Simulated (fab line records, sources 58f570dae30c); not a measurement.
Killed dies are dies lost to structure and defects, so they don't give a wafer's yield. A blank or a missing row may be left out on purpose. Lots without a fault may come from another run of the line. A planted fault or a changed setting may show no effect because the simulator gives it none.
Split-lot experiment | flow berkeley_cmos170 | 5 lots, 23 wafers read, on a route of 331 steps

THE SPLIT
At UCB170_START_OXIDATION_02 (target thk 20 nm, ox time 1800 s), the setting ox_time_s was moved away from the recipe's 1800 s on 20 of the 23 wafers read, by -9.9% to +7.9%. The other wafers ran this setting at the recipe's value.

The reading is taken at the split's own step.

THE READING
SiO2_of_START_OXIDATION_02.thk_nm (the simulator's own value, which no gauge read), in nm, at UCB170_START_OXIDATION_02 (target thk 20 nm, ox time 1800 s). The file gives no usual value for it. The 3 wafers here that ran the recipe average 20.00 nm, standard deviation 0.16 nm.

wafer  | tool, chamber at the split | ox_time_s as run, s | against the recipe | SiO2_of_START_OXIDATION_02.thk_nm, nm | against lot-mates on the recipe
L074.1 | -, -                       | 1709                | -5.1%              | 18.93                                 | no lot-mate on the recipe
L074.3 | -, -                       | 1709                | -5.1%              | 18.93                                 | no lot-mate on the recipe
L074.2 | -, -                       | 1709                | -5.1%              | 19.38                                 | no lot-mate on the recipe
L074.5 | -, -                       | 1709                | -5.1%              | 18.8                                  | no lot-mate on the recipe
L074.6 | -, -                       | 1709                | -5.1%              | 18.91                                 | no lot-mate on the recipe
L077.1 | -, -                       | 1942                | +7.9%              | 20.46                                 | no lot-mate on the recipe
L077.2 | -, -                       | 1942                | +7.9%              | 20.27                                 | no lot-mate on the recipe
L077.3 | -, -                       | 1942                | +7.9%              | 20.51                                 | no lot-mate on the recipe
L077.4 | -, -                       | 1942                | +7.9%              | 20.68                                 | no lot-mate on the recipe
L077.5 | -, -                       | 1942                | +7.9%              | 20.45                                 | no lot-mate on the recipe
L079.3 | furnace-02, 0              | 1800                | recipe             | 20.17                                 | -
L079.4 | furnace-02, 0              | 1800                | recipe             | 20.03                                 | -
L079.5 | furnace-02, 0              | 1800                | recipe             | 19.79                                 | -
L081.1 | -, -                       | 1621                | -9.9%              | 18.45                                 | no lot-mate on the recipe
L081.2 | -, -                       | 1621                | -9.9%              | 18.63                                 | no lot-mate on the recipe
L081.3 | -, -                       | 1621                | -9.9%              | 18.33                                 | no lot-mate on the recipe
L081.4 | -, -                       | 1621                | -9.9%              | 18.38                                 | no lot-mate on the recipe
L081.5 | -, -                       | 1621                | -9.9%              | 18.84                                 | no lot-mate on the recipe
L084.1 | -, -                       | 1903                | +5.7%              | 21.41                                 | no lot-mate on the recipe
L084.3 | -, -                       | 1903                | +5.7%              | 21.68                                 | no lot-mate on the recipe
L084.4 | -, -                       | 1903                | +5.7%              | 21.48                                 | no lot-mate on the recipe
L084.5 | -, -                       | 1903                | +5.7%              | 21.48                                 | no lot-mate on the recipe
L084.6 | -, -                       | 1903                | +5.7%              | 21.63                                 | no lot-mate on the recipe

THE FIT
A straight line over all 23 wafers: SiO2_of_START_OXIDATION_02.thk_nm changes by +0.147 nm for each +1% of ox_time_s; r = +0.90; the points scatter about the line by 0.52 nm.
Too few moved wafers have a lot-mate on the recipe to fit a line with each lot's own level taken away.

THE FILE'S OWN FIT
SiO2_of_START_OXIDATION_02.thk_nm changes by +0.147 nm for each +1% of ox_time_s, r = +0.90.
